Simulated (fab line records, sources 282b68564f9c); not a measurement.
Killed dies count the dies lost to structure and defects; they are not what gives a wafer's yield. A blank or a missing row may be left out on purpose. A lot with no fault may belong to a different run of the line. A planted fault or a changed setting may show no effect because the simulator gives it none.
fab line records | flow ritCmos
record lots=5 wafers=23
route steps=202 shown ACTIVE@4 FOX2@23 NWELL@29 PWELL@47 NRETRO@54 PRETRO@65 GATE@78
startH: hours from the record's opening day to when the first of the lot's shown wafers began | waitH: hours from the lot's prior step to this one | " as in the row above | L1.1+2: one row covering several wafers at once | - value missing, or start not given | * or withheld: withheld | < > ~ a bound
route shown NAME@n: a module of which the file shows steps, and the number in the route of the first | usual: the fault-free wafers' mean and standard deviation | same: alike in all rows | chamber/n: place in a boat | sites: each site's reading | _std_site: standard deviation of those values | _edge_site: outer sites' mean less inner sites' | radiusMm: how far each site lies from the wafer's centre | mask NAME#n: copy n | behind: the most recent tool/chamber to have shaped the wafer | hold: why the lot was held/for how many hours/how that ended | device: the transistor (n, p or np) that didn't switch | end of line: the tests these same wafers got at the end of their route | a step with no rows: only its recipe | killed: the dies lost at the first sort to structure and to defects; this is not the yield of the wafer | map: a wafer's dies, x killed, . not, _ none there
set.NAME: setting as actually run; set.NAME@STEP: the setting as run at that earlier step | model.NAME: the simulator's own value behind a step, which no gauge read
one table per step and one row per wafer, for lots whose settings were changed on purpose
## steps
# step RIT_ACTIVE_CVD_03
# recipe material=Si3N4 targetThkNm=150 tempC=810 precursor=SiH2Cl2/NH3 timeS=1500 pressureMtorr=300 sih2cl2FlowSccm=60 nh3FlowSccm=150
# columns lot.wafer tool chamber startH waitH set.timeS model.Si3N4_of_ACTIVE_CVD_03.thkNm
L075.1 - - - 0.1 1282 125.7
L075.2 " - " " 1282 126.2
L075.3 " - " " 1282 127.2
L075.5 " - " " 1282 126
L075.6 " - " " 1282 126.9
L076.1 lpcvd-02 0 22.11 0.1 1500 150.1
L076.3 " 0 " " 1500 150.9
L076.6 " 0 " " 1500 152
L077.1 - - - 0.1 1500 151.1
L077.3+4 " - " " 1500 151.3
L077.5 " - " " 1500 150.7
L077.6 " - " " 1500 150.1
L080.1 - - - 0.1 1674 168.3
L080.2 " - " " 1674 169
L080.3 " - " " 1674 168.4
L080.4 " - " " 1674 167.8
L080.6 " - " " 1674 169.4
L084.1 - - - 0.1 1590 159.1
L084.2+5 " - " " 1590 159.7
L084.4 " - " " 1590 159.4
L084.6 " - " " 1590 159.8
# step RIT_ACTIVE_THK_MEAS_04
# recipe reads=Si3N4_of_ACTIVE_CVD_03
# usual ACTIVE_NITRIDE_THK=150.7/1.2
# columns lot.wafer tool chamber startH waitH set.timeS@ACTIVE_CVD_03 ACTIVE_NITRIDE_THK[nm]
L075.1 filmMetro-04 - - - 1282 125.7
L075.2 " - " " 1282 126.2
L075.3 " - " " 1282 127.3
L075.5 " - " " 1282 126.0
L075.6 " - " " 1282 127.0
L076.1 filmMetro-04 - 23.53 0.0 1500 150.0
L076.3 " - " " 1500 151.2
L076.6 " - " " 1500 152.0
L077.1 filmMetro-04 - - - 1500 151.0
L077.3 " - " " 1500 151.2
L077.4 " - " " 1500 151.3
L077.5 " - " " 1500 150.8
L077.6 " - " " 1500 150.0
L080.1 filmMetro-04 - - - 1674 168.4
L080.2 " - " " 1674 169.0
L080.3 " - " " 1674 168.5
L080.4 " - " " 1674 167.8
L080.6 " - " " 1674 169.4
L084.1 filmMetro-04 - - - 1590 159.1
L084.2 " - " " 1590 159.7
L084.4 " - " " 1590 159.5
L084.5 " - " " 1590 159.8
L084.6 " - " " 1590 159.8
# step RIT_ACTIVE_DEVELOP_10
# recipe resist=NOVOLAK developTimeS=50 devTempC=23
# columns lot.wafer tool chamber startH waitH set.devTempC
L075.1+2 lithoTrack-03 0 - - 24.54
L075.3+5+6 " 0 " " 23
L076.1+3+6 lithoTrack-01 0 - - 23
L077.1+4 lithoTrack-01 0 - - 23
L077.3+5+6 " 0 " " 24.79
L080.1+4 lithoTrack-01 0 - - 23
L080.2+3+6 " 0 " " 21.65
L084.1+2+4+5+6 lithoTrack-01 0 - - 23
# step RIT_ACTIVE_HARDBAKE_12
# recipe resist=NOVOLAK tempC=140 timeS=60
# step RIT_ACTIVE_ETCH_13
# recipe stopOn=SiO2 chemistry=SF6 target=Si3N4 timeS=210 overEtchFrac=0.4 SF6_flow_sccm=200 pressureMtorr=260 rfW=125 targetDepthA=2100
# usual oesProductAu=0.822/0.013
# columns lot.wafer tool chamber startH waitH set.timeS@ACTIVE_CVD_03 oesProductAu
L075.1 rieDiel-03 3 21.27 0.1 1282 0.742
L075.2 " 0 " " 1282 0.768
L075.3 " 2 " " 1282 0.760
L075.5 " 1 " " 1282 0.745
L075.6 " 2 " " 1282 0.755
L076.1 rieDiel-01 1 24.71 0.1 1500 0.818
L076.3 " 0 " " 1500 0.837
L076.6 " 2 " " 1500 0.828
L077.1 rieDiel-03 2 31.59 0.1 1500 0.840
L077.3 " 3 " " 1500 0.823
L077.4 " 0 " " 1500 0.841
L077.5 " 2 " " 1500 0.837
L077.6 " 3 " " 1500 0.830
L080.1 rieDiel-03 2 46.03 0.1 1674 0.888
L080.2 " 1 " " 1674 0.880
L080.3 " 0 " " 1674 0.892
L080.4 " 3 " " 1674 0.859
L080.6 " 2 " " 1674 0.896
L084.1 rieDiel-01 3 65.85 0.1 1590 0.846
L084.2 " 1 " " 1590 0.834
L084.4 " 2 " " 1590 0.849
L084.5 " 1 " " 1590 0.832
L084.6 " 2 " " 1590 0.861
# step RIT_FOX2_OXIDATION_00
# recipe tempC=1100 ambient=H2O targetThkA=3507 pH2oTorr=720 oxTimeS=1130
# columns lot.wafer tool chamber startH waitH set.tempC model.SiO2_of_FOX2_OXIDATION_00.thkNm
L075.1 - - - 2.8 1068 291.5
L075.2 " - " " 1068 287.5
L075.3 " - " " 1068 289.7
L075.5 " - " " 1068 298.1
L075.6 " - " " 1068 292
L076.1 furnace-04 0 28.81 0.2 1100 333
L076.3 " 0 " " 1100 336.6
L076.6 " 0 " " 1100 335.5
L077.1 - - - 0.0 1127 391.7
L077.3 " - " " 1127 394.5
L077.4 " - " " 1127 388.3
L077.5 " - " " 1127 392.2
L077.6 " - " " 1127 392.8
L080.1 - - - 0.0 1085 322.7
L080.2 " - " " 1085 321.1
L080.3 " - " " 1085 322.2
L080.4 " - " " 1085 323.2
L080.6 " - " " 1085 322.4
L084.1 - - - 0.0 1084 315.5
L084.2 " - " " 1084 318.5
L084.4 " - " " 1084 320.9
L084.5 " - " " 1084 315.2
L084.6 " - " " 1084 314.7
# step RIT_FOX2_THK_MEAS_01
# recipe reads=SiO2_of_FOX2_OXIDATION_00
# usual FOX2_OXIDE_THK=348/7.5
# columns lot.wafer tool chamber startH waitH set.tempC@FOX2_OXIDATION_00 FOX2_OXIDE_THK[nm]
L075.1 filmMetro-01 - - - 1068 292
L075.2 " - " " 1068 288
L075.3 " - " " 1068 290
L075.5 " - " " 1068 298
L075.6 " - " " 1068 292
L076.1 filmMetro-02 - 30.13 0.0 1100 333
L076.3 " - " " 1100 337
L076.6 " - " " 1100 335
L077.1 filmMetro-01 - - - 1127 392
L077.3 " - " " 1127 394
L077.4 " - " " 1127 388
L077.5 " - " " 1127 392
L077.6 " - " " 1127 393
L080.1 filmMetro-02 - - - 1085 323
L080.2 " - " " 1085 321
L080.3 " - " " 1085 322
L080.4 " - " " 1085 323
L080.6 " - " " 1085 322
L084.1 filmMetro-02 - - - 1084 315
L084.2 " - " " 1084 318
L084.4 " - " " 1084 321
L084.5 " - " " 1084 315
L084.6 " - " " 1084 315
# step RIT_FOX2_CLEAN_02
# recipe chemistry=dHF dilution=50:1 timeS=180
# step RIT_FOX2_WET_ETCH_03
# recipe chemistry=H3PO4 target=Si3N4 targetDepthNm=195 tempC=165 timeS=2700
# step RIT_FOX2_THK_MEAS_90
# recipe reads=SiO2_of_FOX2_OXIDATION_00
# usual FIELD_OXIDE_LEFT_1_THK=321/7.4
# columns lot.wafer tool chamber startH waitH set.tempC@FOX2_OXIDATION_00 FIELD_OXIDE_LEFT_1_THK[nm]
L075.1 filmMetro-01 - 31.00 0.0 1068 263
L075.2 " - " " 1068 260
L075.3 " - " " 1068 262
L075.5 " - " " 1068 270
L075.6 " - " " 1068 264
L076.1 filmMetro-02 - 31.00 0.0 1100 306
L076.3 " - " " 1100 310
L076.6 " - " " 1100 308
L077.1 filmMetro-01 - 36.07 0.0 1127 364
L077.3 " - " " 1127 367
L077.4 " - " " 1127 361
L077.5 " - " " 1127 365
L077.6 " - " " 1127 365
L080.1 filmMetro-02 - 50.74 0.0 1085 295
L080.2 " - " " 1085 294
L080.3 " - " " 1085 295
L080.4 " - " " 1085 296
L080.6 " - " " 1085 295
L084.1 filmMetro-02 - 72.07 0.0 1084 288
L084.2 " - " " 1084 291
L084.4 " - " " 1084 294
L084.5 " - " " 1084 288
L084.6 " - " " 1084 287
# step RIT_NWELL_COAT_01
# recipe resist=NOVOLAK spinRpm=2000 resistThkNm=1300
# columns lot.wafer tool chamber startH waitH set.spinRpm model.NOVOLAK_of_NWELL_COAT_01.thkNm
L075.1 lithoTrack-02 0 31.21 0.1 2000 1296
L075.2 " 0 " " 2000 1297
L075.3+5 " 0 " " 2000 1298
L075.6 " 0 " " 2000 1301
L076.1 lithoTrack-04 0 31.38 0.1 2000 1309
L076.3 " 0 " " 2000 1301
L076.6 " 0 " " 2000 1303
L077.1 lithoTrack-02 0 36.28 0.1 2000 1298
L077.3+6 " 0 " " 1871 1346
L077.4 " 0 " " 1871 1341
L077.5 " 0 " " 2000 1302
L080.1 lithoTrack-04 0 50.95 0.1 1909 1333
L080.2 " 0 " " 2000 1296
L080.3 " 0 " " 1909 1330
L080.4 " 0 " " 2000 1299
L080.6 " 0 " " 1909 1328
L084.1 lithoTrack-03 0 72.28 0.1 2000 1299
L084.2 " 0 " " 2000 1296
L084.4 " 0 " " 2148 1247
L084.5 " 0 " " 2148 1251
L084.6 " 0 " " 2148 1248
# step RIT_NWELL_SOFTBAKE_02
# recipe resist=NOVOLAK tempC=90 timeS=60
# step RIT_NWELL_EXPOSE_03
# recipe maskId=M2 na=0.57 targetCdNm=43900 doseMj=250
# step RIT_NWELL_DEVELOP_05
# recipe resist=NOVOLAK developTimeS=68 devTempC=23
# step RIT_NWELL_HARDBAKE_07
# recipe resist=NOVOLAK tempC=140 timeS=120
# columns lot.wafer tool chamber startH waitH set.spinRpm@NWELL_COAT_01 model.NOVOLAK_of_NWELL_COAT_01.thkNm
L075.1 lithoTrack-03 0 32.01 0.0 2000 1133
L075.2+3+5 " 0 " " 2000 1135
L075.6 " 0 " " 2000 1138
L076.1 lithoTrack-02 0 32.27 0.0 2000 1145
L076.3 " 0 " " 2000 1138
L076.6 " 0 " " 2000 1140
L077.1 lithoTrack-03 0 37.05 0.0 2000 1135
L077.3 " 0 " " 1871 1177
L077.4 " 0 " " 1871 1172
L077.5 " 0 " " 2000 1139
L077.6 " 0 " " 1871 1176
L080.1 lithoTrack-04 0 51.84 0.0 1909 1166
L080.2 " 0 " " 2000 1133
L080.3 " 0 " " 1909 1163
L080.4 " 0 " " 2000 1136
L080.6 " 0 " " 1909 1161
L084.1 lithoTrack-04 0 73.17 0.0 2000 1136
L084.2 " 0 " " 2000 1134
L084.4+6 " 0 " " 2148 1092
L084.5 " 0 " " 2148 1095
# step RIT_NWELL_IMPLANT_08
# recipe species=P energyKev=170 doseCm2=5e+13 tiltDeg=7
# columns lot.wafer tool chamber startH waitH set.energyKev model.implant.rpNm model.implant.drpNm
L075.1+3+6 implanter-03 0 32.26 0.2 162.2 208.9 66.49
L075.2+5 " 0 " " 170 219.2 68.82
L076.1+3+6 implanter-01 0 32.52 0.2 170 209.3 68.82
L077.1+5+6 implanter-04 0 37.30 0.2 160.3 203 65.91
L077.3+4 " 0 " " 170 215.7 68.82
L080.1+2+3+4+6 implanter-04 0 52.09 0.2 170 210.3 68.82
L084.1+2+4+5+6 implanter-01 0 73.42 0.2 170 215.9 68.82
# step RIT_PWELL_IMPLANT_08
# recipe species=B energyKev=170 doseCm2=7e+13 tiltDeg=7
# columns lot.wafer tool chamber startH waitH set.energyKev model.implant.rpNm model.implant.drpNm
L075.1+3 implanter-01 0 33.81 0.2 170 477.4 102.9
L075.2+5+6 " 0 " " 160.1 456.4 100.7
L076.1+3+6 implanter-02 0 34.07 0.2 170 472.2 102.9
L077.1+3 implanter-04 0 38.85 0.2 170 480.2 102.9
L077.4+5+6 " 0 " " 173.6 488 103.5
L080.1+4+6 implanter-02 0 53.64 0.2 170 483.9 102.9
L080.2+3 " 0 " " 166.5 476.4 102.2
L084.1+2+4+5+6 implanter-04 0 75.09 0.2 170 477.7 102.9
# step RIT_NRETRO_COAT_01
# recipe resist=NOVOLAK spinRpm=2000 resistThkNm=1300
# columns lot.wafer tool chamber startH waitH set.resistThkNm model.NOVOLAK_of_NRETRO_COAT_01.thkNm
L075.1 lithoTrack-03 0 39.67 0.1 1300 1294
L075.2+6 " 0 " " 1300 1298
L075.3 " 0 " " 1300 1300
L075.5 " 0 " " 1300 1297
L076.1 lithoTrack-02 0 40.67 0.1 1300 1300
L076.3 " 0 " " 1300 1302
L076.6 " 0 " " 1300 1307
L077.1 lithoTrack-03 0 45.83 0.1 1300 1293
L077.3+5 " 0 " " 1300 1295
L077.4 " 0 " " 1300 1296
L077.6 " 0 " " 1300 1294
L080.1 lithoTrack-02 0 60.43 0.1 1223 1225
L080.2 " 0 " " 1223 1228
L080.3 " 0 " " 1300 1304
L080.4+6 " 0 " " 1300 1305
L084.1 lithoTrack-03 0 81.43 0.1 1300 1296
L084.2+5 " 0 " " 1257 1256
L084.4 " 0 " " 1257 1252
L084.6 " 0 " " 1300 1301
# step RIT_NRETRO_SOFTBAKE_02
# recipe resist=NOVOLAK tempC=90 timeS=60
# step RIT_NRETRO_EXPOSE_03
# recipe maskId=M4 na=0.57 targetCdNm=43900 doseMj=250
# step RIT_NRETRO_DEVELOP_05
# recipe resist=NOVOLAK developTimeS=68 devTempC=23
# step RIT_NRETRO_HARDBAKE_07
# recipe resist=NOVOLAK tempC=140 timeS=120
# columns lot.wafer tool chamber startH waitH set.resistThkNm@NRETRO_COAT_01 model.NOVOLAK_of_NRETRO_COAT_01.thkNm
L075.1 lithoTrack-03 0 40.44 0.0 1300 1132
L075.2+5+6 " 0 " " 1300 1135
L075.3 " 0 " " 1300 1137
L076.1 lithoTrack-01 0 41.48 0.1 1300 1137
L076.3 " 0 " " 1300 1138
L076.6 " 0 " " 1300 1143
L077.1 lithoTrack-02 0 46.72 0.0 1300 1131
L077.3 " 0 " " 1300 1133
L077.4 " 0 " " 1300 1134
L077.5+6 " 0 " " 1300 1132
L080.1 lithoTrack-01 0 61.32 0.0 1223 1073
L080.2 " 0 " " 1223 1075
L080.3+4+6 " 0 " " 1300 1141
L084.1 lithoTrack-03 0 82.32 0.0 1300 1133
L084.2+5 " 0 " " 1257 1099
L084.4 " 0 " " 1257 1095
L084.6 " 0 " " 1300 1138
# step RIT_NRETRO_IMPLANT_08
# recipe species=P energyKev=70 doseCm2=1e+13 tiltDeg=7
# columns lot.wafer tool chamber startH waitH set.energyKev model.implant.rpNm model.implant.drpNm
L075.1+5+6 implanter-03 0 40.69 0.2 70 81.78 33.94
L075.2+3 " 0 " " 66.62 77.73 32.53
L076.1+3+6 implanter-01 0 41.73 0.2 70 85.64 33.94
L077.1+3+6 implanter-02 0 46.97 0.2 67.74 81.36 33
L077.4+5 " 0 " " 70 84.15 33.94
L080.1+6 implanter-03 0 61.57 0.2 70 86.06 33.94
L080.2+3+4 " 0 " " 66.23 81.3 32.37
L084.1+2+4+5+6 implanter-03 0 82.57 0.2 70 87.32 33.94
# step RIT_PRETRO_COAT_01
# recipe resist=NOVOLAK spinRpm=2000 resistThkNm=1300
# columns lot.wafer tool chamber startH waitH set.resistThkNm model.NOVOLAK_of_PRETRO_COAT_01.thkNm
L075.1+5+6 lithoTrack-04 0 41.22 0.1 1300 1298
L075.2+3 " 0 " " 1300 1297
L076.1 lithoTrack-04 0 42.38 0.1 1300 1301
L076.3 " 0 " " 1300 1299
L076.6 " 0 " " 1300 1305
L077.1+4 lithoTrack-01 0 47.51 0.1 1279 1282
L077.3 " 0 " " 1300 1302
L077.5 " 0 " " 1300 1303
L077.6 " 0 " " 1279 1280
L080.1 lithoTrack-01 0 62.11 0.1 1300 1301
L080.2 " 0 " " 1300 1305
L080.3 " 0 " " 1349 1353
L080.4 " 0 " " 1349 1355
L080.6 " 0 " " 1300 1306
L084.1 lithoTrack-01 0 83.12 0.1 1300 1304
L084.2 " 0 " " 1300 1296
L084.4 " 0 " " 1300 1301
L084.5 " 0 " " 1300 1298
L084.6 " 0 " " 1300 1299
# step RIT_PRETRO_SOFTBAKE_02
# recipe resist=NOVOLAK tempC=90 timeS=60
# step RIT_PRETRO_EXPOSE_03
# recipe maskId=M5 na=0.57 targetCdNm=43700 doseMj=250
# step RIT_PRETRO_DEVELOP_05
# recipe resist=NOVOLAK developTimeS=68 devTempC=23
# step RIT_PRETRO_HARDBAKE_07
# recipe resist=NOVOLAK tempC=140 timeS=120
# columns lot.wafer tool chamber startH waitH set.resistThkNm@PRETRO_COAT_01 model.NOVOLAK_of_PRETRO_COAT_01.thkNm
L075.1+2+5+6 lithoTrack-03 0 42.08 0.0 1300 1135
L075.3 " 0 " " 1300 1134
L076.1 lithoTrack-01 0 43.27 0.0 1300 1137
L076.3 " 0 " " 1300 1136
L076.6 " 0 " " 1300 1141
L077.1 lithoTrack-03 0 48.27 0.0 1279 1121
L077.3+5 " 0 " " 1300 1139
L077.4 " 0 " " 1279 1122
L077.6 " 0 " " 1279 1120
L080.1 lithoTrack-04 0 63.37 0.1 1300 1138
L080.2 " 0 " " 1300 1141
L080.3 " 0 " " 1349 1182
L080.4 " 0 " " 1349 1184
L080.6 " 0 " " 1300 1142
L084.1 lithoTrack-01 0 84.01 0.0 1300 1140
L084.2 " 0 " " 1300 1134
L084.4 " 0 " " 1300 1138
L084.5 " 0 " " 1300 1135
L084.6 " 0 " " 1300 1136
# step RIT_PRETRO_IMPLANT_08
# recipe species=B energyKev=45 doseCm2=1.2e+13 tiltDeg=7
# step RIT_PRETRO_STRIP_09
# recipe chemistry=O2 timeS=180 resist=NOVOLAK platenTempC=withheld powerW=500 pressureMtorr=4000 o2FlowSccm=4000
# step RIT_GATE_CLEAN_03
# recipe chemistry=SC2 mix=3:3:50 timeS=600 tempC=75 dry=n2Spin
# step RIT_GATE_CLEAN_04
# recipe chemistry=dHF dilution=50:1 timeS=60 dry=n2Spin
# step RIT_FOX2_THK_MEAS_91
# recipe reads=SiO2_of_FOX2_OXIDATION_00
# usual FIELD_OXIDE_LEFT_2_THK=253/7.6
# columns lot.wafer tool chamber startH waitH set.tempC@FOX2_OXIDATION_00 FIELD_OXIDE_LEFT_2_THK[nm]
L075.1 filmMetro-01 - 43.13 0.0 1068 196
L075.2 " - " " 1068 192
L075.3 " - " " 1068 194
L075.5 " - " " 1068 202
L075.6 " - " " 1068 196
L076.1 filmMetro-01 - 44.32 0.0 1100 237
L076.3 " - " " 1100 241
L076.6 " - " " 1100 239
L077.1 filmMetro-03 - 49.32 0.0 1127 297
L077.3 " - " " 1127 299
L077.4 " - " " 1127 293
L077.5 " - " " 1127 297
L077.6 " - " " 1127 297
L080.1 filmMetro-03 - 64.42 0.0 1085 227
L080.2 " - " " 1085 226
L080.3 " - " " 1085 227
L080.4 " - " " 1085 228
L080.6 " - " " 1085 227
L084.1 filmMetro-02 - 85.10 0.0 1084 219
L084.2 " - " " 1084 222
L084.4 " - " " 1084 225
L084.5 " - " " 1084 220
L084.6 " - " " 1084 219
# step RIT_GATE_CVD_08
# recipe material=poly-Si targetThkNm=250 tempC=610 precursor=SiH4 timeS=2220 pressureMtorr=300 sih4FlowSccm=100
# columns lot.wafer tool chamber startH waitH set.tempC model.poly-Si_of_GATE_CVD_08.thkNm
L075.1 - - - 0.1 603.1 214.7
L075.2 " - " " 603.1 211.4
L075.3 " - " " 603.1 213
L075.5 " - " " 603.1 211.7
L075.6 " - " " 603.1 212.8
L076.1 lpcvd-01 1 46.64 0.8 610 250.7
L076.3 " 1 " " 610 250
L076.6 " 1 " " 610 249.3
L077.1 - - - 0.1 616.5 293.2
L077.3 " - " " 616.5 293.4
L077.4 " - " " 616.5 294.5
L077.5 " - " " 616.5 290.7
L077.6 " - " " 616.5 294.4
L080.1 - - - 1.1 592.2 161.4
L080.2+6 " - " " 592.2 161.9
L080.3 " - " " 592.2 160.5
L080.4 " - " " 592.2 164.1
L084.1 - - - 0.1 604.1 216
L084.2 " - " " 604.1 213.3
L084.4 " - " " 604.1 214
L084.5 " - " " 604.1 212.5
L084.6 " - " " 604.1 214.3
# step RIT_GATE_THK_MEAS_09
# recipe reads=poly-Si_of_GATE_CVD_08
# usual GATE_POLY_THK=250.4/2.5
# columns lot.wafer tool chamber startH waitH set.tempC@GATE_CVD_08 GATE_POLY_THK[nm]
L075.1 filmMetro-03 - - - 603.1 214.6
L075.2 " - " " 603.1 211.4
L075.3 " - " " 603.1 212.7
L075.5 " - " " 603.1 211.7
L075.6 " - " " 603.1 212.9
L076.1 filmMetro-03 - 48.26 0.0 610 250.8
L076.3 " - " " 610 250.0
L076.6 " - " " 610 249.2
L077.1 filmMetro-02 - - - 616.5 293.3
L077.3 " - " " 616.5 293.5
L077.4 " - " " 616.5 294.5
L077.5 " - " " 616.5 290.6
L077.6 " - " " 616.5 294.2
L080.1 filmMetro-01 - - - 592.2 161.5
L080.2 " - " " 592.2 161.8
L080.3 " - " " 592.2 160.6
L080.4 " - " " 592.2 164.1
L080.6 " - " " 592.2 161.9
L084.1 filmMetro-01 - - - 604.1 216.2
L084.2 " - " " 604.1 213.6
L084.4 " - " " 604.1 213.8
L084.5 " - " " 604.1 212.6
L084.6 " - " " 604.1 214.2
## key
split step=RIT_ACTIVE_CVD_03 setting=timeS stated=1500 by=lot
response step=RIT_ACTIVE_CVD_03 reading=model.Si3N4_of_ACTIVE_CVD_03.thkNm change=+1.61 per=1% r=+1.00
response step=RIT_ACTIVE_THK_MEAS_04 reading=ACTIVE_NITRIDE_THK change=+1.61 per=1% r=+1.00
response step=RIT_ACTIVE_ETCH_13 reading=oesProductAu change=+0.00477 per=1% r=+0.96
split step=RIT_ACTIVE_DEVELOP_10 setting=devTempC stated=23 by=wafer
response none clear
split step=RIT_FOX2_OXIDATION_00 setting=tempC stated=1100 by=lot
response step=RIT_FOX2_OXIDATION_00 reading=model.SiO2_of_FOX2_OXIDATION_00.thkNm change=+18.4 per=1% r=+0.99
response step=RIT_FOX2_THK_MEAS_01 reading=FOX2_OXIDE_THK change=+18.4 per=1% r=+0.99
response step=RIT_FOX2_THK_MEAS_90 reading=FIELD_OXIDE_LEFT_1_THK change=+18.4 per=1% r=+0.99
response step=RIT_FOX2_THK_MEAS_91 reading=FIELD_OXIDE_LEFT_2_THK change=+18.4 per=1% r=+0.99
split step=RIT_NWELL_COAT_01 setting=spinRpm stated=2000 by=wafer
response step=RIT_NWELL_COAT_01 reading=model.NOVOLAK_of_NWELL_COAT_01.thkNm change=-6.8 per=1% r=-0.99
response step=RIT_NWELL_HARDBAKE_07 reading=model.NOVOLAK_of_NWELL_COAT_01.thkNm change=-5.85 per=1% r=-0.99
split step=RIT_NWELL_IMPLANT_08 setting=energyKev stated=170 by=wafer
response step=RIT_NWELL_IMPLANT_08 reading=model.implant.rpNm change=+2.23 per=1% r=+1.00
response step=RIT_NWELL_IMPLANT_08 reading=model.implant.drpNm change=+0.51 per=1% r=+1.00
split step=RIT_PWELL_IMPLANT_08 setting=energyKev stated=170 by=wafer
response step=RIT_PWELL_IMPLANT_08 reading=model.implant.rpNm change=+3.61 per=1% r=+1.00
response step=RIT_PWELL_IMPLANT_08 reading=model.implant.drpNm change=+0.371 per=1% r=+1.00
split step=RIT_NRETRO_COAT_01 setting=resistThkNm stated=1300 by=wafer
response step=RIT_NRETRO_COAT_01 reading=model.NOVOLAK_of_NRETRO_COAT_01.thkNm change=+13.2 per=1% r=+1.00
response step=RIT_NRETRO_HARDBAKE_07 reading=model.NOVOLAK_of_NRETRO_COAT_01.thkNm change=+11.4 per=1% r=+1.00
split step=RIT_NRETRO_IMPLANT_08 setting=energyKev stated=70 by=wafer
response step=RIT_NRETRO_IMPLANT_08 reading=model.implant.rpNm change=+0.864 per=1% r=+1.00
response step=RIT_NRETRO_IMPLANT_08 reading=model.implant.drpNm change=+0.291 per=1% r=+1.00
split step=RIT_PRETRO_COAT_01 setting=resistThkNm stated=1300 by=wafer
response step=RIT_PRETRO_COAT_01 reading=model.NOVOLAK_of_PRETRO_COAT_01.thkNm change=+13.2 per=1% r=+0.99
response step=RIT_PRETRO_HARDBAKE_07 reading=model.NOVOLAK_of_PRETRO_COAT_01.thkNm change=+11.4 per=1% r=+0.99
split step=RIT_GATE_CVD_08 setting=tempC stated=610 by=lot
response step=RIT_GATE_CVD_08 reading=model.poly-Si_of_GATE_CVD_08.thkNm change=+32.9 per=1% r=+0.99
response step=RIT_GATE_THK_MEAS_09 reading=GATE_POLY_THK change=+32.9 per=1% r=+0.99
